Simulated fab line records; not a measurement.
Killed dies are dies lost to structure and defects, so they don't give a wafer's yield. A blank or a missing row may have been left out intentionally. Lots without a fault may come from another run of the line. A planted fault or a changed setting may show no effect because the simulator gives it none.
fab line records	flow berkeley_cmos170
record: lots: 5	wafers: 23
route steps=331 shown ZERO@7 NVT@111 GATE@141 NLDD@162 PSD@183 SILICIDE@211 M1@238 M2@278
start_h: the number of hours between the record's first day and the start of the first shown wafer of the lot	wait_h: how many hours have passed since the lot's step before this one	" as in the row above	L1.1+2: several wafers, shown together as one row	- value missing, or start not given	* or withheld: withheld	< > ~ a bound
route shown NAME@n: NAME is a module with steps in the file, n the number in the route of the first one	usual: average and standard deviation across the fault-free wafers	same: alike in all rows	chamber/n: place in a boat	sites: each site's reading	_std_site: the values' standard deviation	_edge_site: mean of outer sites minus mean of inner sites	radius_mm: how far each site lies from the wafer's centre	mask NAME#n: copy n	behind: the tool/chamber that last shaped the wafer	hold: the reason the lot was held/the length of the hold in hours/how it ended	device: transistor that didn't switch, given as n, p or np	end of line: at the end of the route, the tests of the same wafers	a step given without rows: its recipe and nothing more	killed: count of dies lost to structure and defects at first sort (not the wafer's yield)	map: the dies of a wafer, with x for killed, . for not killed, _ for no die there
set.NAME: the setting that was run; set.NAME@STEP: the one run at that earlier step	model.NAME: the simulator's own value behind a step, which no gauge read
lots with deliberately changed settings; one table per step, one row per wafer
== steps ==
step: UCB170_ZERO_COAT_01
recipe: resist: KrF	spin_rpm: 1500	resist_thk_nm: 900
lot.wafer	tool	chamber	start_h	wait_h	set.resist_thk_nm	model.KrF_of_ZERO_COAT_01.thk_nm
L074.1	litho_track-01	0	17.66	0.1	931.4	931.5
L074.2	"	0	"	"	900	897.4
L074.3	"	0	"	"	900	898.2
L074.4	"	0	"	"	900	899.8
L074.5	"	0	"	"	931.4	929.9
L078.1	litho_track-03	0	37.44	0.1	900	901.7
L078.2	"	0	"	"	900	900.9
L078.6	"	0	"	"	900	900
L080.1	litho_track-01	0	52.72	0.1	900	899.7
L080.2	"	0	"	"	900	897.9
L080.3	"	0	"	"	900	896.8
L080.4	"	0	"	"	900	899.2
L080.6	"	0	"	"	900	897.7
L082.2	litho_track-02	0	56.68	0.1	939.3	941
L082.3	"	0	"	"	939.3	943.6
L082.4	"	0	"	"	939.3	941.7
L082.5+6	"	0	"	"	900	901.7
L083.1	litho_track-02	0	63.31	0.1	854.8	857.3
L083.2	"	0	"	"	900	899.3
L083.4	"	0	"	"	900	903.4
L083.5	"	0	"	"	854.8	856
L083.6	"	0	"	"	900	902.9
step: UCB170_ZERO_DEVELOP_05
recipe: developer: TMAH	develop_time_s: 45	resist: KrF	dev_temp_c: 21
lot.wafer	tool	chamber	start_h	wait_h	set.dev_temp_c
L074.1+3	litho_track-02	0	-	-	21
L074.2+4+5	"	0	"	"	23.59
L078.1+2+6	litho_track-01	0	-	-	21
L080.1+2	litho_track-03	0	-	-	17.59
L080.3+4+6	"	0	"	"	21
L082.2+3+6	litho_track-03	0	-	-	17.43
L082.4+5	"	0	"	"	21
L083.1+4+6	litho_track-01	0	-	-	17.92
L083.2+5	"	0	"	"	21
step: UCB170_ZERO_ETCH_06
recipe: chemistry: CHF3/CF4/Ar	target: SiO2	time_s: 12	pressure_mtorr: 100	rf_w: 500	CHF3_flow_sccm: 50	cf4_flow_sccm: 10	Ar_flow_sccm: 120	over_etch_frac: 1.58
step: UCB170_ZERO_STRIP_07
recipe: chemistry: O2	power_w: 400	pressure_mtorr: 3500	platen_temp_c: withheld	o2_flow_sccm: 400	overash_fraction: 0.5
usual: strip_time_to_endpoint_s: 21.48/0.05
lot.wafer	tool	chamber	start_h	wait_h	set.resist_thk_nm@ZERO_COAT_01	strip_time_to_endpoint_s
L074.1	plasma_asher-02	1	18.50	0.0	931.4	22.22
L074.2	"	0	"	"	900	21.43
L074.3	"	0	"	"	900	21.44
L074.4	"	1	"	"	900	21.47
L074.5	"	1	"	"	931.4	22.19
L078.1	plasma_asher-01	0	38.44	0.0	900	21.51
L078.2	"	1	"	"	900	21.50
L078.6	"	0	"	"	900	21.47
L080.1	plasma_asher-02	1	53.56	0.0	900	21.50
L080.2	"	0	"	"	900	21.42
L080.3	"	0	"	"	900	21.41
L080.4	"	1	"	"	900	21.47
L080.6	"	1	"	"	900	21.43
L082.2	plasma_asher-01	0	57.73	0.0	939.3	22.48
L082.3	"	1	"	"	939.3	22.50
L082.4	"	0	"	"	939.3	22.48
L082.5	"	1	"	"	900	21.52
L082.6	"	0	"	"	900	21.54
L083.1	plasma_asher-03	0	65.19	0.0	854.8	20.47
L083.2	"	1	"	"	900	21.45
L083.4	"	0	"	"	900	21.56
L083.5	"	1	"	"	854.8	20.43
L083.6	"	0	"	"	900	21.53
step: UCB170_NVT_IMPLANT_07
recipe: species: BF2	dose_cm2: 3e+12	energy_kev: 50	tilt_deg: 7
lot.wafer	tool	chamber	start_h	wait_h	set.energy_kev	model.implant.rp_nm	model.implant.drp_nm
L074.1+2	implanter-04	0	113.95	0.0	50	36.57	18.57
L074.3+4+5	"	0	"	"	48.02	35.13	18.04
L078.1+2+6	implanter-03	0	134.20	0.0	50	37.47	18.57
L082.2+4+6	implanter-03	0	140.75	0.0	50.82	35.46	18.79
L082.3+5	"	0	"	"	50	34.89	18.57
L080.1+2+6	implanter-02	0	148.09	0.0	51.68	38.89	19.02
L080.3+4	"	0	"	"	50	37.64	18.57
L083.1+2+6	implanter-04	0	148.36	0.0	50	36.42	18.57
L083.4+5	"	0	"	"	52.47	38.2	19.23
step: UCB170_NVT_STRIP_08
recipe: chemistry: O2	power_w: 400	pressure_mtorr: 3500	platen_temp_c: withheld	o2_flow_sccm: 400	overash_fraction: 0.5
step: UCB170_NVT_TW_MEAS_09
usual: NVT_TW: 516.5/1.9
lot.wafer	tool	chamber	start_h	wait_h	set.energy_kev@NVT_IMPLANT_07	NVT_TW
L074.1	film_metro-04	-	114.20	0.1	50	516.2
L074.2	"	-	"	"	50	517.4
L074.3	"	-	"	"	48.02	508.9
L074.4	"	-	"	"	48.02	508.7
L074.5	"	-	"	"	48.02	510.9
L078.1	film_metro-02	-	134.46	0.1	50	516.8
L078.2	"	-	"	"	50	515.3
L078.6	"	-	"	"	50	515.7
L082.2	film_metro-02	-	140.99	0.1	50.82	519.5
L082.3	"	-	"	"	50	517.9
L082.4	"	-	"	"	50.82	516.4
L082.5	"	-	"	"	50	515.2
L082.6	"	-	"	"	50.82	516.4
L080.1	film_metro-03	-	148.34	0.1	51.68	519.7
L080.2	"	-	"	"	51.68	523.4
L080.3	"	-	"	"	50	515.7
L080.4	"	-	"	"	50	517.0
L080.6	"	-	"	"	51.68	520.7
L083.1	film_metro-03	-	148.61	0.1	50	517.7
L083.2	"	-	"	"	50	516.8
L083.4	"	-	"	"	52.47	525.7
L083.5	"	-	"	"	52.47	522.0
L083.6	"	-	"	"	50	519.4
step: UCB170_GATE_ETCH_15
recipe: chemistry: HBr/Cl2	target: poly-Si	stop_on: SiO2	over_etch_frac: 0.3	icp_w: 300	bias_w: 150	time_s: 56.3	pressure_mtorr: 15	HBr_flow_sccm: 150	Cl2_flow_sccm: 50	target_depth_a: 2782
lot.wafer	tool	chamber	start_h	wait_h	set.time_s	model.KrF_of_GATE_COAT_07.thk_nm
L074.1	rie_si-01	3	130.06	-	56.3	775.4
L074.2	"	1	"	"	49.63	794.7
L074.3	"	0	"	"	56.3	780.1
L074.4	"	1	"	"	49.63	793.3
L074.5	"	3	"	"	56.3	775
L078.1	rie_si-02	3	147.97	-	56.3	779
L078.2	"	2	"	"	56.3	775.9
L078.6	"	2	"	"	56.3	771.9
L082.2	rie_si-02	2	156.05	-	56.3	773.4
L082.3	"	1	"	"	58.99	768.4
L082.4	"	0	"	"	56.3	775.1
L082.5	"	2	"	"	56.3	774.2
L082.6	"	1	"	"	58.99	769.5
L083.1	rie_si-01	3	161.41	-	63.4	761.9
L083.2	"	1	"	"	63.4	764.2
L083.4	"	2	"	"	63.4	765.6
L083.5	"	1	"	"	56.3	776.4
L083.6	"	0	"	"	56.3	779.2
L080.1	rie_si-01	1	161.83	-	56.3	779.3
L080.2	"	0	"	"	61.68	772.6
L080.3	"	3	"	"	56.3	779.6
L080.4	"	2	"	"	61.68	770.3
L080.6	"	2	"	"	56.3	779.5
step: UCB170_NLDD_PEB_04
recipe: peb_temp_c: 130	peb_time_s: withheld	resist: KrF
lot.wafer	tool	chamber	start_h	wait_h	set.peb_temp_c
L074.1+2+3	litho_track-02	0	133.18	0.3	130
L074.4+5	"	0	"	"	127.3
L078.1+2+6	litho_track-02	0	152.57	0.6	130
L082.2+3+4+5+6	litho_track-04	0	159.12	0.3	130
L083.1+6	litho_track-03	0	164.80	0.2	128.5
L083.2+4+5	"	0	"	"	130
L080.1+2+3	litho_track-03	0	165.97	0.3	130
L080.4+6	"	0	"	"	126.8
step: UCB170_NLDD_DEVELOP_05
recipe: developer: TMAH	develop_time_s: 45	resist: KrF	dev_temp_c: 21
step: UCB170_NLDD_CD_MEAS_06
recipe: target_cd_nm: 1200
usual: cd_nm: 1200.0/1.4
lot.wafer	tool	chamber	start_h	wait_h	set.peb_temp_c@NLDD_PEB_04	cd_nm
L074.1	cd_sem-02	-	133.45	-	130	1201.1
L074.2	"	-	"	"	130	1200.5
L074.3	"	-	"	"	130	1202.3
L074.4	"	-	"	"	127.3	1181.1
L074.5	"	-	"	"	127.3	1181.6
L078.1	cd_sem-01	-	152.84	-	130	1200.0
L078.2	"	-	"	"	130	1199.6
L078.6	"	-	"	"	130	1199.3
L082.2	cd_sem-02	-	159.39	-	130	1197.7
L082.3	"	-	"	"	130	1197.5
L082.4	"	-	"	"	130	1197.1
L082.5	"	-	"	"	130	1197.2
L082.6	"	-	"	"	130	1198.0
L083.1	cd_sem-02	-	165.07	-	128.5	1191.0
L083.2	"	-	"	"	130	1202.0
L083.4	"	-	"	"	130	1202.4
L083.5	"	-	"	"	130	1202.3
L083.6	"	-	"	"	128.5	1191.5
L080.1	cd_sem-01	-	166.34	-	130	1199.5
L080.2	"	-	"	"	130	1199.9
L080.3	"	-	"	"	130	1200.1
L080.4	"	-	"	"	126.8	1176.0
L080.6	"	-	"	"	126.8	1173.6
step: UCB170_NLDD_IMPLANT_09
recipe: species: As	dose_cm2: 5e+13	energy_kev: 30	tilt_deg: 7	rotation_deg: 180
lot.wafer	tool	chamber	start_h	wait_h	set.energy_kev	model.implant.drp_nm
L074.1+3	implanter-04	0	133.76	0.1	30	9.611
L074.2+4+5	"	0	"	"	29.06	9.391
L078.1+2+6	implanter-04	0	153.15	0.1	30	9.611
L082.2+3+6	implanter-04	0	159.70	0.1	30	9.611
L082.4+5	"	0	"	"	30.76	9.788
L083.1+4	implanter-03	0	165.38	0.1	30	9.611
L083.2+5+6	"	0	"	"	30.97	9.837
L080.1+2+3+4+6	implanter-01	0	166.64	0.1	30	9.611
step: UCB170_PSD_IMPLANT_08
recipe: species: B	dose_cm2: 3e+15	energy_kev: 20	tilt_deg: 7
lot.wafer	tool	chamber	start_h	wait_h	set.energy_kev	model.implant.rp_nm	model.implant.drp_nm
L074.1+2+4	implanter-04	0	139.38	0.0	18.91	61.12	27.24
L074.3+5	"	0	"	"	20	64.6	28.34
L078.1+2+6	implanter-02	0	158.08	0.0	20	66.62	28.34
L082.2+3+4+5+6	implanter-03	0	166.87	0.0	20	66.48	28.34
L083.1+2+5	implanter-04	0	171.83	0.0	18.82	60.82	27.15
L083.4+6	"	0	"	"	20	64.59	28.34
L080.1+3+4	implanter-02	0	172.09	0.0	20.95	69.91	29.4
L080.2+6	"	0	"	"	20	66.77	28.34
step: UCB170_PSD_STRIP_09
recipe: chemistry: O2	power_w: 400	pressure_mtorr: 3500	platen_temp_c: withheld	o2_flow_sccm: 400	overash_fraction: 0.5
usual: strip_time_to_endpoint_s: 29.40/0.076
lot.wafer	tool	chamber	start_h	wait_h	set.energy_kev@PSD_IMPLANT_08	strip_time_to_endpoint_s
L074.1	plasma_asher-01	0	139.53	0.1	18.91	28.85
L074.2	"	1	"	"	18.91	28.88
L074.3	"	1	"	"	20	29.37
L074.4	"	0	"	"	18.91	28.87
L074.5	"	1	"	"	20	29.42
L078.1	plasma_asher-02	1	158.23	0.1	20	29.40
L078.2	"	0	"	"	20	29.37
L078.6	"	1	"	"	20	29.46
L082.2	plasma_asher-02	0	166.99	0.1	20	29.42
L082.3	"	0	"	"	20	29.34
L082.4	"	1	"	"	20	29.34
L082.5	"	1	"	"	20	29.37
L082.6	"	0	"	"	20	29.41
L083.1	plasma_asher-01	1	171.98	0.1	18.82	28.84
L083.2	"	0	"	"	18.82	28.82
L083.4	"	0	"	"	20	29.24
L083.5	"	1	"	"	18.82	28.79
L083.6	"	0	"	"	20	29.25
L080.1	plasma_asher-02	0	172.24	0.1	20.95	29.82
L080.2	"	1	"	"	20	29.39
L080.3	"	0	"	"	20.95	29.82
L080.4	"	1	"	"	20.95	29.79
L080.6	"	0	"	"	20	29.34
step: UCB170_SILICIDE_SPUTTER_01
recipe: material: Ti	target_thk_nm: 30	time_s: 25	power_w: 1500	chamber_pressure_pa: 0.5
lot.wafer	tool	chamber	start_h	wait_h	set.time_s	model.Ti_of_SILICIDE_SPUTTER_01.thk_nm
L074.1	pvd_sputter-01	-	144.64	0.0	23.65	29.29
L074.2	"	-	"	"	23.65	28.31
L074.3	"	-	"	"	25	30.3
L074.4	"	-	"	"	25	29.51
L074.5	"	-	"	"	23.65	29.09
L078.1	pvd_sputter-03	-	162.31	0.0	25	30.51
L078.2	"	-	"	"	25	30.16
L078.6	"	-	"	"	25	29.69
L082.2	pvd_sputter-04	-	171.94	0.0	25	29.45
L082.3	"	-	"	"	23.91	28.56
L082.4	"	-	"	"	23.91	29.18
L082.5	"	-	"	"	25	29.67
L082.6	"	-	"	"	25	30.29
L080.1	pvd_sputter-01	-	178.51	0.0	25	30.11
L080.2	"	-	"	"	25	30.36
L080.3	"	-	"	"	25	30.79
L080.4	"	-	"	"	25	29.7
L080.6	"	-	"	"	25	29.69
L083.1	pvd_sputter-04	-	179.02	0.0	27.65	32.93
L083.2	"	-	"	"	27.65	33.2
L083.4	"	-	"	"	27.65	32.77
L083.5	"	-	"	"	25	29.61
L083.6	"	-	"	"	25	30.1
step: UCB170_SILICIDE_RS_MEAS_02
recipe: thk_meas_gauge: four-point-probe	reads: Ti_of_SILICIDE_SPUTTER_01
usual: SILICIDE_TI_RS: 26.0/0.43
lot.wafer	tool	chamber	start_h	wait_h	set.time_s@SILICIDE_SPUTTER_01	SILICIDE_TI_RS[ohm/sq]
L074.1	film_metro-03	-	144.67	0.0	23.65	26.9
L074.2	"	-	"	"	23.65	28.0
L074.3	"	-	"	"	25	25.8
L074.4	"	-	"	"	25	26.6
L074.5	"	-	"	"	23.65	27.0
L078.1	film_metro-03	-	162.35	0.0	25	25.6
L078.2	"	-	"	"	25	25.9
L078.6	"	-	"	"	25	26.4
L082.2	film_metro-03	-	171.99	0.0	25	26.7
L082.3	"	-	"	"	23.91	27.6
L082.4	"	-	"	"	23.91	27.0
L082.5	"	-	"	"	25	26.4
L082.6	"	-	"	"	25	25.8
L080.1	film_metro-04	-	178.54	0.0	25	26.0
L080.2	"	-	"	"	25	25.8
L080.3	"	-	"	"	25	25.4
L080.4	"	-	"	"	25	26.5
L080.6	"	-	"	"	25	26.4
L083.1	film_metro-04	-	179.05	0.0	27.65	23.4
L083.2	"	-	"	"	27.65	23.2
L083.4	"	-	"	"	27.65	23.5
L083.5	"	-	"	"	25	26.5
L083.6	"	-	"	"	25	26.0
step: UCB170_SILICIDE_THK_MEAS_03
recipe: thk_meas_gauge: xrf	reads: Ti_of_SILICIDE_SPUTTER_01
usual: SILICIDE_TI_THK: 30.5/0.42
lot.wafer	tool	chamber	start_h	wait_h	set.time_s@SILICIDE_SPUTTER_01	SILICIDE_TI_THK[nm]
L074.1	film_metro-03	-	144.79	0.1	23.65	29.7
L074.2	"	-	"	"	23.65	28.8
L074.3	"	-	"	"	25	30.5
L074.4	"	-	"	"	25	29.7
L074.5	"	-	"	"	23.65	29.4
L078.1	film_metro-03	-	162.47	0.1	25	30.9
L078.2	"	-	"	"	25	30.4
L078.6	"	-	"	"	25	29.9
L082.2	film_metro-03	-	172.10	0.1	25	29.8
L082.3	"	-	"	"	23.91	29.0
L082.4	"	-	"	"	23.91	29.5
L082.5	"	-	"	"	25	30.0
L082.6	"	-	"	"	25	30.7
L080.1	film_metro-04	-	178.66	0.1	25	30.5
L080.2	"	-	"	"	25	30.6
L080.3	"	-	"	"	25	31.2
L080.4	"	-	"	"	25	30.0
L080.6	"	-	"	"	25	30.1
L083.1	film_metro-04	-	179.17	0.1	27.65	33.2
L083.2	"	-	"	"	27.65	33.4
L083.4	"	-	"	"	27.65	33.1
L083.5	"	-	"	"	25	30.1
L083.6	"	-	"	"	25	30.4
step: UCB170_M1_SPUTTER_00
recipe: material: Al	target_thk_nm: 600	time_s: 80	power_w: 6000	chamber_pressure_pa: 0.5
lot.wafer	tool	chamber	start_h	wait_h	set.time_s	model.Al_of_M1_SPUTTER_00.thk_nm
L074.1	pvd_sputter-03	-	151.13	0.0	80	601.5
L074.2	"	-	"	"	80	607.3
L074.3	"	-	"	"	80	606.6
L074.4	"	-	"	"	80	599.8
L074.5	"	-	"	"	80	601.4
L078.1	pvd_sputter-04	-	170.06	0.0	80	600.7
L078.2	"	-	"	"	80	616.3
L078.6	"	-	"	"	80	601.3
L082.2	pvd_sputter-02	-	179.36	0.0	80	596.9
L082.3	"	-	"	"	80	602.6
L082.4	"	-	"	"	70.56	527.4
L082.5	"	-	"	"	70.56	514.9
L082.6	"	-	"	"	70.56	525.7
L080.1	pvd_sputter-02	-	184.25	0.0	89.94	665.9
L080.2	"	-	"	"	80	602.5
L080.3	"	-	"	"	89.94	685.6
L080.4	"	-	"	"	80	605.4
L080.6	"	-	"	"	80	602
L083.1	pvd_sputter-03	-	186.02	0.0	80	600.4
L083.2	"	-	"	"	80	598.1
L083.4	"	-	"	"	80	589
L083.5	"	-	"	"	80	596.8
L083.6	"	-	"	"	80	601.5
step: UCB170_M1_RS_MEAS_01
recipe: thk_meas_gauge: four-point-probe	reads: Al_of_M1_SPUTTER_00
usual: M1_AL_RS: 0.0484/0.00072
lot.wafer	tool	chamber	start_h	wait_h	set.time_s@M1_SPUTTER_00	M1_AL_RS[ohm/sq]
L074.1	film_metro-04	-	151.19	0.0	80	0.0484
L074.2	"	-	"	"	80	0.0479
L074.3	"	-	"	"	80	0.0481
L074.4	"	-	"	"	80	0.0487
L074.5	"	-	"	"	80	0.0484
L078.1	film_metro-01	-	170.12	0.0	80	0.0482
L078.2	"	-	"	"	80	0.0471
L078.6	"	-	"	"	80	0.0483
L082.2	film_metro-01	-	179.44	0.1	80	0.0487
L082.3	"	-	"	"	80	0.0481
L082.4	"	-	"	"	70.56	0.0553
L082.5	"	-	"	"	70.56	0.0566
L082.6	"	-	"	"	70.56	0.0554
L080.1	film_metro-01	-	184.31	0.0	89.94	0.0436
L080.2	"	-	"	"	80	0.0482
L080.3	"	-	"	"	89.94	0.0424
L080.4	"	-	"	"	80	0.0481
L080.6	"	-	"	"	80	0.0483
L083.1	film_metro-02	-	186.08	0.0	80	0.0484
L083.2	"	-	"	"	80	0.0487
L083.4	"	-	"	"	80	0.0494
L083.5	"	-	"	"	80	0.0489
L083.6	"	-	"	"	80	0.0485
step: UCB170_M1_THK_MEAS_02
recipe: thk_meas_gauge: xrf	reads: Al_of_M1_SPUTTER_00
usual: M1_AL_THK: 607/9
lot.wafer	tool	chamber	start_h	wait_h	set.time_s@M1_SPUTTER_00	M1_AL_THK[nm]
L074.1	film_metro-04	-	151.31	0.1	80	609
L074.2	"	-	"	"	80	615
L074.3	"	-	"	"	80	612
L074.4	"	-	"	"	80	605
L074.5	"	-	"	"	80	604
L078.1	film_metro-01	-	170.24	0.1	80	606
L078.2	"	-	"	"	80	622
L078.6	"	-	"	"	80	605
L082.2	film_metro-01	-	179.55	0.1	80	599
L082.3	"	-	"	"	80	605
L082.4	"	-	"	"	70.56	533
L082.5	"	-	"	"	70.56	519
L082.6	"	-	"	"	70.56	530
L080.1	film_metro-01	-	184.43	0.1	89.94	672
L080.2	"	-	"	"	80	610
L080.3	"	-	"	"	89.94	689
L080.4	"	-	"	"	80	610
L080.6	"	-	"	"	80	603
L083.1	film_metro-02	-	186.20	0.1	80	607
L083.2	"	-	"	"	80	608
L083.4	"	-	"	"	80	601
L083.5	"	-	"	"	80	605
L083.6	"	-	"	"	80	610
step: UCB170_M1_COAT_03
recipe: resist: BARC	temp_c: withheld	time_s: withheld	spin_rpm: 3000	resist_thk_nm: withheld
step: UCB170_M1_COAT_04
recipe: resist: KrF	spin_rpm: 1500	resist_thk_nm: 900
step: UCB170_M1_ETCH_11
recipe: chemistry: N2/H2	target_depth_a: withheld	overetch_a: withheld	target: BARC	time_s: withheld	source_w: 500	bias_w: 100	pressure_mtorr: 30	n2_flow_sccm: 100	h2_flow_sccm: 200
step: UCB170_M1_METAL_ETCH_12
recipe: chemistry: Cl2/BCl3	target: Al	stop_on: PSG	pressure_mtorr: 12	target_depth_a: 7800	over_etch_frac: 0.3	time_s: 130	icp_w: 600	bias_w: 120	Cl2_flow_sccm: 90	bcl3_flow_sccm: 45
usual: oes_product_au: 0.858/0.01
lot.wafer	tool	chamber	start_h	wait_h	set.time_s@M1_SPUTTER_00	oes_product_au
L074.1	rie_metal-03	0	153.50	-	80	0.862
L074.2	"	1	"	"	80	0.867
L074.3	"	1	"	"	80	0.869
L074.4	"	0	"	"	80	0.855
L074.5	"	0	"	"	80	0.853
L078.1	rie_metal-03	0	172.18	-	80	0.854
L078.2	"	1	"	"	80	0.866
L078.6	"	1	"	"	80	0.857
L082.2	rie_metal-03	1	181.22	-	80	0.848
L082.3	"	0	"	"	80	0.853
L082.4	"	1	"	"	70.56	0.796
L082.5	"	0	"	"	70.56	0.786
L082.6	"	1	"	"	70.56	0.795
L080.1	rie_metal-02	1	186.67	-	89.94	0.923
L080.2	"	0	"	"	80	0.862
L080.3	"	1	"	"	89.94	0.936
L080.4	"	0	"	"	80	0.858
L080.6	"	0	"	"	80	0.850
L083.1	rie_metal-03	1	187.84	-	80	0.858
L083.2	"	0	"	"	80	0.853
L083.4	"	0	"	"	80	0.837
L083.5	"	0	"	"	80	0.847
L083.6	"	1	"	"	80	0.854
step: UCB170_M2_STRIP_07
recipe: chemistry: O2	power_w: 400	pressure_mtorr: 3500	platen_temp_c: withheld	o2_flow_sccm: 400	overash_fraction: 0.5
usual: strip_time_to_endpoint_s: 21.96/0.058
lot.wafer	tool	chamber	start_h	wait_h	set.o2_flow_sccm	strip_time_to_endpoint_s
L074.1	plasma_asher-02	0	161.26	0.1	380.4	22.14
L074.2	"	1	"	"	400	21.99
L074.3	"	1	"	"	380.4	22.15
L074.4	"	0	"	"	380.4	22.11
L074.5	"	0	"	"	400	21.97
L078.1	plasma_asher-03	1	179.35	0.1	400	22.00
L078.2	"	0	"	"	400	21.96
L078.6	"	0	"	"	400	21.99
L082.2	plasma_asher-03	1	187.49	0.1	400	21.96
L082.3	"	0	"	"	400	22.10
L082.4	"	1	"	"	400	21.96
L082.5	"	1	"	"	400	22.05
L082.6	"	0	"	"	400	21.95
L080.1	plasma_asher-03	1	194.23	0.1	400	22.07
L080.2	"	0	"	"	400	22.03
L080.3	"	0	"	"	400	21.99
L080.4	"	1	"	"	400	22.08
L080.6	"	0	"	"	400	22.04
L083.1	plasma_asher-01	1	194.41	0.1	431.7	21.69
L083.2	"	0	"	"	400	21.91
L083.4	"	0	"	"	400	21.93
L083.5	"	1	"	"	431.7	21.72
L083.6	"	0	"	"	431.7	21.69
== key ==
split: step: UCB170_ZERO_COAT_01	setting: resist_thk_nm	stated: 900	by: wafer
response: step: UCB170_ZERO_COAT_01	reading: model.KrF_of_ZERO_COAT_01.thk_nm	change: +9.14	per: 1%	r: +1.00
response: step: UCB170_ZERO_STRIP_07	reading: strip_time_to_endpoint_s	change: *	per: 1%	r: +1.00
split: step: UCB170_ZERO_DEVELOP_05	setting: dev_temp_c	stated: 21	by: wafer
response none clear
split: step: UCB170_NVT_IMPLANT_07	setting: energy_kev	stated: 50	by: wafer
response: step: UCB170_NVT_IMPLANT_07	reading: model.implant.rp_nm	change: +0.363	per: 1%	r: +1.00
response: step: UCB170_NVT_IMPLANT_07	reading: model.implant.drp_nm	change: +0.134	per: 1%	r: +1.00
response: step: UCB170_NVT_TW_MEAS_09	reading: NVT_TW	change: +1.41	per: 1%	r: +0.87
split: step: UCB170_GATE_ETCH_15	setting: time_s	stated: 56.3	by: wafer
response: step: UCB170_GATE_ETCH_15	reading: model.KrF_of_GATE_COAT_07.thk_nm	change: -1.16	per: 1%	r: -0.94
split: step: UCB170_NLDD_PEB_04	setting: peb_temp_c	stated: 130	by: wafer
response: step: UCB170_NLDD_CD_MEAS_06	reading: cd_nm	change: +9.9	per: 1%	r: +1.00
split: step: UCB170_NLDD_IMPLANT_09	setting: energy_kev	stated: 30	by: wafer
response: step: UCB170_NLDD_IMPLANT_09	reading: model.implant.drp_nm	change: +0.0701	per: 1%	r: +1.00
split: step: UCB170_PSD_IMPLANT_08	setting: energy_kev	stated: 20	by: wafer
response: step: UCB170_PSD_IMPLANT_08	reading: model.implant.rp_nm	change: +0.644	per: 1%	r: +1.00
response: step: UCB170_PSD_IMPLANT_08	reading: model.implant.drp_nm	change: +0.207	per: 1%	r: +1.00
response: step: UCB170_PSD_STRIP_09	reading: strip_time_to_endpoint_s	change: *	per: 1%	r: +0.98
split: step: UCB170_SILICIDE_SPUTTER_01	setting: time_s	stated: 25	by: wafer
response: step: UCB170_SILICIDE_SPUTTER_01	reading: model.Ti_of_SILICIDE_SPUTTER_01.thk_nm	change: +0.264	per: 1%	r: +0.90
response: step: UCB170_SILICIDE_RS_MEAS_02	reading: SILICIDE_TI_RS	change: -0.253	per: 1%	r: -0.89
response: step: UCB170_SILICIDE_THK_MEAS_03	reading: SILICIDE_TI_THK	change: +0.249	per: 1%	r: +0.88
split: step: UCB170_M1_SPUTTER_00	setting: time_s	stated: 80	by: wafer
response: step: UCB170_M1_SPUTTER_00	reading: model.Al_of_M1_SPUTTER_00.thk_nm	change: +6.16	per: 1%	r: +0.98
response: step: UCB170_M1_RS_MEAS_01	reading: M1_AL_RS	change: -0.000516	per: 1%	r: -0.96
response: step: UCB170_M1_THK_MEAS_02	reading: M1_AL_THK	change: +6.09	per: 1%	r: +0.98
response: step: UCB170_M1_METAL_ETCH_12	reading: oes_product_au	change: +0.0054	per: 1%	r: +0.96
split: step: UCB170_M2_STRIP_07	setting: o2_flow_sccm	stated: 400	by: wafer
response: step: UCB170_M2_STRIP_07	reading: strip_time_to_endpoint_s	change: *	per: 1%	r: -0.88
